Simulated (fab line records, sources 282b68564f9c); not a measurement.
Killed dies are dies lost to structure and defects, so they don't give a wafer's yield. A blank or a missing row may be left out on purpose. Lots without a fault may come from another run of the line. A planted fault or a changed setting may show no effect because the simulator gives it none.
fab line records | flow rit_cmos
record lots=5 wafers=15 last_day=8
route steps=202 shown ACTIVE@1 FOX1@20 FOX2@23 M1@202
lots that met no fault: from a run of the same line without faults
start_h: hours from the record's first day to the start of the lot's first wafer shown | wait_h: hours since the lot's step before | " the same as in the row above | L1.1+2: a row that stands for several wafers | - no value, or no start given | * or withheld: withheld | < > ~ a bound
route shown NAME@n: a module of which the file shows steps, and the number in the route of the first | usual: mean/standard deviation of fault-free wafers | same: alike in all rows | chamber/n: place in a boat | sites: the reading at each site | _std_site: their standard deviation | _edge_site: outer sites' mean less inner sites' | radius_mm: how far each site lies from the wafer's centre | mask NAME#n: copy n | behind: the tool/chamber that last shaped the wafer | hold: why the lot was held/for how many hours/how that ended | device: the transistor (n, p or np) that didn't switch | end of line: the same wafers' tests at the end of the route | a step without rows: its recipe alone | killed: dies lost to structure and defects at the first sort, not the wafer's yield | map: a wafer's dies, x killed, . not, _ none there
set.NAME: the setting as run; set.NAME@STEP: as run at that earlier step | model.NAME: the simulator's own value behind a step, which no gauge read
lots at some steps of the route; a table a step, a row a wafer
services: from which hour (start_h, from the record's first day; less than 0 if before it) a tool's chamber was out of use, for how many hours, and why
## steps
# step RIT_ACTIVE_BOW_MEAS_00
# recipe mode=bow
# usual INCOMING_BOW=0/5.7
# columns lot.wafer tool chamber start_h wait_h INCOMING_BOW[um]
L507.2 film_metro-02 - 10.02 - 2
L507.5 " - " " -5
L507.6 " - " " -5
L511.3 film_metro-01 - 30.04 - 5
L511.5 " - " " 4
L511.6 " - " " -8
L519.3 film_metro-01 - 70.04 - 11
L519.4 " - " " 0
L519.5 " - " " -2
L528.1 film_metro-02 - 115.00 - -6
L528.5 " - " " 3
L528.6 " - " " -1
L530.2 film_metro-02 - 125.02 - 0
L530.3 " - " " -7
L530.5 " - " " -3
# step RIT_ACTIVE_OXIDATION_01
# recipe temp_c=1000 ambient=O2 target_thk_a=468 ox_time_s=3360
# step RIT_ACTIVE_THK_MEAS_02
# recipe reads=SiO2_of_ACTIVE_OXIDATION_01
# usual ACTIVE_OXIDE_THK=47.3/0.85
# columns lot.wafer tool chamber start_h wait_h ACTIVE_OXIDE_THK[nm]
L507.2 film_metro-01 - 12.06 0.0 47.2
L507.5 " - " " 46.7
L507.6 " - " " 46.2
L511.3 film_metro-02 - 33.04 0.0 46.4
L511.5 " - " " 46.3
L511.6 " - " " 46.3
L519.3 film_metro-04 - 72.07 0.0 45.8
L519.4 " - " " 45.7
L519.5 " - " " 45.1
L528.1 film_metro-04 - 117.11 0.0 47.5
L528.5 " - " " 47.0
L528.6 " - " " 47.1
L530.2 film_metro-04 - 127.27 0.0 45.9
L530.3 " - " " 47.3
L530.5 " - " " 46.8
# step RIT_ACTIVE_CVD_03
# recipe material=Si3N4 target_thk_nm=150 temp_c=810 precursor=SiH2Cl2/NH3 time_s=1500 pressure_mtorr=300 sih2cl2_flow_sccm=60 nh3_flow_sccm=150
# columns lot.wafer tool chamber start_h wait_h model.Si3N4_of_ACTIVE_CVD_03.thk_nm
L507.2 lpcvd-02 0 12.11 0.0 152.5
L507.5 " 0 " " 151.9
L507.6 " 0 " " 151.7
L511.3 lpcvd-02 0 33.08 0.0 185.1
L511.5 " 0 " " 186.1
L511.6 " 0 " " 184.2
L519.3 lpcvd-01 0 72.11 0.0 149.8
L519.4 " 0 " " 148.8
L519.5 " 0 " " 150.1
L528.1 lpcvd-01 0 117.17 0.1 148.8
L528.5 " 0 " " 147.7
L528.6 " 0 " " 148.6
L530.2 lpcvd-02 0 127.32 0.0 151.7
L530.3 " 0 " " 152.5
L530.5 " 0 " " 153.7
# step RIT_ACTIVE_THK_MEAS_04
# recipe reads=Si3N4_of_ACTIVE_CVD_03
# usual ACTIVE_NITRIDE_THK=150.4/1.5
# columns lot.wafer tool chamber start_h wait_h ACTIVE_NITRIDE_THK[nm]
L507.2 film_metro-01 - 13.54 0.0 152.5
L507.5 " - " " 151.8
L507.6 " - " " 151.7
L511.3 film_metro-01 - 34.52 0.0 185.1
L511.5 " - " " 186.1
L511.6 " - " " 184.3
L519.3 film_metro-04 - 73.55 0.0 149.8
L519.4 " - " " 148.8
L519.5 " - " " 150.1
L528.1 film_metro-01 - 118.59 0.0 148.8
L528.5 " - " " 147.5
L528.6 " - " " 148.7
L530.2 film_metro-01 - 128.75 0.0 151.7
L530.3 " - " " 152.5
L530.5 " - " " 153.6
# step RIT_ACTIVE_HMDS_05
# recipe prime_time_s=60 prime_temp_c=140
# step RIT_ACTIVE_COAT_06
# recipe resist=NOVOLAK spin_rpm=3309 resist_thk_nm=1000
# step RIT_ACTIVE_SOFTBAKE_07
# recipe resist=NOVOLAK temp_c=90 time_s=60
# step RIT_ACTIVE_EXPOSE_08
# recipe mask_id=M1 na=0.6 source_shape=conventional sigma_outer=0.6 target_cd_nm=1400 dose_mj=228.2
# step RIT_ACTIVE_PEB_09
# recipe resist=NOVOLAK temp_c=withheld time_s=withheld
# step RIT_ACTIVE_DEVELOP_10
# recipe resist=NOVOLAK develop_time_s=50 dev_temp_c=23
# step RIT_ACTIVE_CD_MEAS_11
# recipe target_cd_nm=1400
# usual cd_nm=1399.7/2.5
# columns lot.wafer tool chamber start_h wait_h cd_nm
L507.2 cd_sem-02 - 14.46 - 1399.9
L507.5 " - " " 1400.4
L507.6 " - " " 1398.3
L511.3 cd_sem-02 - 35.45 - 1400.2
L511.5 " - " " 1400.2
L511.6 " - " " 1400.3
L519.3 cd_sem-02 - 74.60 - 1402.3
L519.4 " - " " 1401.7
L519.5 " - " " 1401.6
L528.1 cd_sem-02 - 119.50 - 1400.0
L528.5 " - " " 1399.9
L528.6 " - " " 1399.5
L530.2 cd_sem-02 - 129.79 - 1402.4
L530.3 " - " " 1400.7
L530.5 " - " " 1399.3
# step RIT_ACTIVE_HARDBAKE_12
# recipe resist=NOVOLAK temp_c=140 time_s=60
# step RIT_ACTIVE_ETCH_13
# recipe stop_on=SiO2 chemistry=SF6 target=Si3N4 time_s=210 over_etch_frac=0.4 SF6_flow_sccm=200 pressure_mtorr=260 rf_w=125 target_depth_a=2100
# usual drypump_motor_current_A=5.8/0.5 oes_product_au=0.821/0.014 throttle_valve_pct=7.42/0.079
# columns lot.wafer tool chamber start_h wait_h drypump_motor_current_A oes_product_au rf_hours_counter_h throttle_valve_pct model.ACTIVE.feature_depth_nm model.etch.depth_nm
L507.2 rie_diel-02 0 14.71 0.1 6.5 0.822 126 7.43 152.5 152.5
L507.5 " 0 " " 6.5 0.819 - 7.45 151.9 151.9
L507.6 " 1 " " 5.4 0.819 - 7.51 151.7 151.7
L511.3 rie_diel-04 2 35.68 0.1 6.3 0.945 104 7.57 185.1 185.1
L511.5 " 2 " " 6.3 0.949 - 7.58 186.1 186.1
L511.6 " 3 " " 6.7 0.935 - 7.44 185.5 184.2
L519.3 rie_diel-01 3 74.83 0.1 5.9 0.833 77 7.46 149.8 149.8
L519.4 " 0 " " 5.9 0.809 36 7.29 148.9 148.8
L519.5 " 2 " " 5.0 0.824 - 7.36 152.6 150.1
L528.1 rie_diel-04 2 119.77 0.1 6.4 0.834 105 7.57 148.8 148.8
L528.5 " 1 " " 5.6 0.815 - 7.35 148.4 147.7
L528.6 " 0 " " 5.1 0.795 - 7.47 149.2 148.6
L530.2 rie_diel-04 0 130.04 0.1 5.2 0.803 104 7.47 152.4 151.7
L530.3 " 1 " " 5.5 0.832 3 7.36 153.2 152.5
L530.5 " 0 " " 5.1 0.802 - 7.46 154.3 153.7
# step RIT_ACTIVE_STRIP_14
# recipe chemistry=O2 time_s=180 resist=NOVOLAK platen_temp_c=withheld power_w=500 pressure_mtorr=4000 o2_flow_sccm=4000
# usual drypump_motor_current_A=5.8/0.3
# columns lot.wafer tool chamber start_h wait_h drypump_motor_current_A rf_hours_counter_h
L507.2 plasma_asher-02 1 14.84 0.1 5.6 23
L507.5 " 0 " " 6.3 -
L507.6 " 1 " " 5.7 -
L511.3 plasma_asher-04 1 35.87 0.1 5.7 -
L511.5 " 1 " " 5.7 -
L511.6 " 0 " " 6.0 -
L519.3 plasma_asher-04 1 75.03 0.1 5.7 -
L519.4 " 0 " " 6.0 -
L519.5 " 1 " " 5.7 -
L528.1 plasma_asher-03 0 119.90 0.1 5.2 50
L528.5 " 1 " " 5.6 -
L528.6 " 0 " " 5.3 -
L530.2 plasma_asher-04 1 130.18 0.1 5.7 49
L530.3 " 0 " " 6.1 -
L530.5 " 0 " " 6.0 -
# step RIT_ACTIVE_CD_MEAS_90
# recipe target_cd_nm=1400
# usual cd_nm=1399.7/2.5
# columns lot.wafer tool chamber start_h wait_h cd_nm
L507.2 cd_sem-02 - 15.04 0.1 1400.0
L507.5 " - " " 1400.3
L507.6 " - " " 1398.4
L511.3 cd_sem-01 - 36.02 0.1 1400.8
L511.5 " - " " 1400.4
L511.6 " - " " 1400.6
L519.3 cd_sem-01 - 75.18 0.1 1402.2
L519.4 " - " " 1401.8
L519.5 " - " " 1401.5
L528.1 cd_sem-01 - 120.08 0.1 1399.9
L528.5 " - " " 1399.8
L528.6 " - " " 1399.6
L530.2 cd_sem-01 - 130.37 0.1 1402.5
L530.3 " - " " 1400.5
L530.5 " - " " 1399.8
# step RIT_ACTIVE_CLEAN_15
# recipe chemistry=SC1 mix=3:3:50 time_s=600 temp_c=75
# step RIT_ACTIVE_CLEAN_16
# recipe chemistry=dHF dilution=50:1 time_s=30
# step RIT_ACTIVE_CLEAN_17
# recipe chemistry=SC2 mix=3:3:50 time_s=600 temp_c=75 dry=n2_spin
# step RIT_FOX1_OXIDATION_00
# recipe temp_c=1100 ambient=H2O target_thk_a=3507 p_h2o_torr=720 ox_time_s=1130
# step RIT_FOX1_THK_MEAS_01
# recipe reads=SiO2_of_FOX1_OXIDATION_00
# usual FOX1_OXIDE_THK=351/7.2
# columns lot.wafer tool chamber start_h wait_h FOX1_OXIDE_THK[nm]
L507.2 film_metro-01 - 19.52 0.0 346
L507.5 " - " " 346
L507.6 " - " " 343
L511.3 film_metro-03 - 39.24 0.0 356
L511.5 " - " " 351
L511.6 " - " " 354
L519.3 film_metro-03 - 79.74 0.0 345
L519.4 " - " " 349
L519.5 " - " " 348
L528.1 film_metro-03 - 122.58 0.0 355
L528.5 " - " " 353
L528.6 " - " " 358
L530.2 film_metro-02 - 133.70 0.0 347
L530.3 " - " " 349
L530.5 " - " " 351
# step RIT_FOX1_WET_ETCH_02
# recipe chemistry=BOE target_depth_nm=350 time_s=390 temp_c=21.5 dry=n2_spin dilution=10:1 target=SiO2
# step RIT_FOX2_OXIDATION_00
# recipe temp_c=1100 ambient=H2O target_thk_a=3507 p_h2o_torr=720 ox_time_s=1168
# step RIT_FOX2_THK_MEAS_01
# recipe reads=SiO2_of_FOX2_OXIDATION_00
# usual FOX2_OXIDE_THK=358/8
# columns lot.wafer tool chamber start_h wait_h FOX2_OXIDE_THK[nm]
L507.2 film_metro-02 - 21.44 0.0 355
L507.5 " - " " 349
L507.6 " - " " 348
L511.3 film_metro-03 - 40.73 0.0 353
L511.5 " - " " 354
L511.6 " - " " 351
L519.3 film_metro-03 - 81.50 0.0 354
L519.4 " - " " 348
L519.5 " - " " 354
L528.1 film_metro-04 - 124.07 0.0 348
L528.5 " - " " 355
L528.6 " - " " 357
L530.2 film_metro-03 - 136.07 0.0 362
L530.3 " - " " 364
L530.5 " - " " 358
# step RIT_FOX2_CLEAN_02
# recipe chemistry=dHF dilution=50:1 time_s=180
# columns lot.wafer tool chamber start_h wait_h model.Si3N4_of_ACTIVE_CVD_03.thk_nm
L507.2 wet_bench-03 2 21.49 0.0 133.2
L507.5 " 2 " " 132.5
L507.6 " 2 " " 132.3
L511.3 wet_bench-04 0 40.77 0.0 165.8
L511.5 " 0 " " 166.8
L511.6 " 0 " " 164.9
L519.3 wet_bench-03 3 81.54 0.0 130.5
L519.4 " 3 " " 129.5
L519.5 " 3 " " 130.8
L528.1 wet_bench-04 3 124.13 0.1 129.5
L528.5 " 3 " " 128.4
L528.6 " 3 " " 129.3
L530.2 wet_bench-01 3 136.12 0.0 132.4
L530.3 " 3 " " 133.2
L530.5 " 3 " " 134.3
# step RIT_FOX2_WET_ETCH_03
# recipe chemistry=H3PO4 target=Si3N4 target_depth_nm=195 temp_c=165 time_s=2700
# step RIT_M1_PROBE_99
# usual killed_at_contacts=0.1/0.24 killed_at_front_end=6.7/2.9 killed_dies=6.8/2.9 killed_open=3.5/2 killed_short=3.2/1.9
# same gross_dies=264 killed_at_M0_to_M3=0 killed_at_M4_up=0 killed_at_back_side=0 killed_at_other=0
# columns lot.wafer tool chamber start_h wait_h killed_at_contacts killed_at_front_end killed_dies killed_open killed_short
L507.2 prober-01 - 60.76 0.1 0 6 6 2 4
L507.5 prober-01 - 60.91 0.2 0 7 7 2 5
L507.6 prober-01 - 60.96 0.2 0 4 4 3 1
L511.3 prober-01 - 82.22 0.2 0 6 6 3 3
L511.5 prober-01 - 82.32 0.2 0 4 4 1 3
L511.6 prober-01 - 82.37 0.2 0 9 9 1 8
L519.3 prober-01 - 123.53 0.2 0 10 10 5 5
L519.4 prober-01 - 123.58 0.2 1 7 8 4 4
L519.5 prober-01 - 123.63 0.2 0 8 8 4 4
L528.1 prober-02 - 168.28 0.1 0 10 10 4 6
L528.5 prober-02 - 168.48 0.2 0 11 11 4 7
L528.6 prober-02 - 168.53 0.2 0 2 2 0 1
L530.2 prober-02 - 188.74 0.1 0 4 4 3 1
L530.3 prober-02 - 188.79 0.2 0 7 7 4 3
L530.5 prober-02 - 188.89 0.2 0 6 6 5 1
# killed by level:class
L507.2 FOX1:geometric_particle:open=2 SILICIDE:geometric_particle:short=2 FOX2:geometric_particle:short=1 SPACER:geometric_particle:short=1
L507.5 GATE:geometric_particle:short=3 GATE:geometric_particle:open=2 FOX1:geometric_particle:short=1 REOX:geometric_particle:short=1
L507.6 SPACER:geometric_particle:open=2 FOX2:geometric_particle:short=1 SILICIDE:geometric_particle:open=1
L511.3 FOX1:geometric_particle:open=2 REOX:geometric_particle:short=2 GATE:geometric_particle:open=1 SPACER:geometric_particle:short=1
L511.5 FOX1:geometric_particle:short=1 SPACER:geometric_particle:short=1 SILICIDE:geometric_particle:open=1 SILICIDE:geometric_particle:short=1
L511.6 GATE:geometric_particle:short=7 FOX2:geometric_particle:short=1 GATE:geometric_particle:open=1
L519.3 GATE:geometric_particle:open=3 FOX1:geometric_particle:short=2 GATE:geometric_particle:short=1 REOX:geometric_particle:short=1 REOX:geometric_particle:open=1 SPACER:geometric_particle:open=1 SILICIDE:geometric_particle:short=1
L519.4 GATE:geometric_particle:open=3 GATE:geometric_particle:short=2 SPACER:geometric_particle:open=1 SILICIDE:geometric_particle:short=1 CONTACT:geometric_particle:short=1
L519.5 REOX:geometric_particle:open=2 FOX1:geometric_particle:short=1 FOX1:geometric_particle:open=1 GATE:geometric_particle:short=1 REOX:geometric_particle:short=1 SPACER:geometric_particle:open=1 SPACER:geometric_particle:short=1
L528.1 SPACER:geometric_particle:short=2 FOX1:geometric_particle:short=1 FOX1:geometric_particle:open=1 SILICIDE:geometric_particle:short=1 FOX2:geometric_particle:short=1 GATE:geometric_particle:short=1 GATE:geometric_particle:open=1 REOX:geometric_particle:open=1
L528.5 SILICIDE:geometric_particle:short=3 FOX1:geometric_particle:short=2 SILICIDE:geometric_particle:open=2 GATE:geometric_particle:short=1 GATE:geometric_particle:open=1 REOX:geometric_particle:short=1 REOX:geometric_particle:open=1
L528.6 GATE:geometric_particle:short=1 PWELL:coat_microbubble_printed=1
L530.2 SPACER:geometric_particle:open=2 FOX1:geometric_particle:open=1 REOX:geometric_particle:short=1
L530.3 SILICIDE:geometric_particle:open=2 FOX1:geometric_particle:open=1 FOX1:geometric_particle:short=1 FOX2:geometric_particle:short=1 GATE:geometric_particle:short=1 GATE:geometric_particle:open=1
L530.5 GATE:geometric_particle:open=3 FOX1:geometric_particle:open=1 FOX2:geometric_particle:open=1 SILICIDE:geometric_particle:short=1
## services
# columns tool chamber start_h hours kind
rie_diel-04 0 -7.19 9.2 repair
lpcvd-01 - 8.10 1.2 repair
wet_bench-04 - 10.19 8.9 repair
rie_diel-02 3 14.93 2.7 repair
rie_diel-04 0 18.60 19.5 repair
lpcvd-01 - 20.51 4.3 pm
rie_diel-01 1 22.43 3.9 repair
lpcvd-01 - 31.06 0.7 repair
plasma_asher-02 - 32.06 0.5 repair
rie_diel-01 1 40.32 3.1 repair
rie_diel-01 0 41.66 2.5 repair
rie_diel-02 1 52.51 3.5 repair
lpcvd-01 - 98.14 2.8 pm
wet_bench-04 - 104.65 1.1 repair
rie_diel-02 1 123.41 11.2 repair
rie_diel-04 3 123.55 3.6 repair
## key
first_sign step=RIT_ACTIVE_THK_MEAS_04 reading=ACTIVE_NITRIDE_THK direction=up sigmas=23 usual=150.4 struck=185.2
effect step=RIT_ACTIVE_ETCH_13 reading=oes_product_au direction=up sigmas=8.6 usual=0.821 struck=0.943
model_effect step=RIT_ACTIVE_CVD_03 value=Si3N4_of_ACTIVE_CVD_03.thk_nm without=152.9 struck=185.1
model_effect step=RIT_ACTIVE_ETCH_13 value=ACTIVE.feature_depth_nm without=153.3 struck=185.6
model_effect step=RIT_FOX2_CLEAN_02 value=Si3N4_of_ACTIVE_CVD_03.thk_nm without=133.6 struck=165.8
met_at RIT_ACTIVE_CVD_03
struck_wafers L511.3,L511.5,L511.6
tester_left_out L511
onset_between 12.11 33.08
fault kind=process_parameter_drift tool=lpcvd-02 chamber=0 onset_h=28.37 steps=RIT_ACTIVE_CVD_03 channel=time_s offset=* shape=step end_h=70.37 acts_in=* stated=*
# tester_left_out: of these lots the tester's yield and bins aren't shown, on N5 and GAA mostly nor the transistor test; their killed dies are dies lost to structure and defects alone, not to doping, threshold or leakage, so they don't give the yield
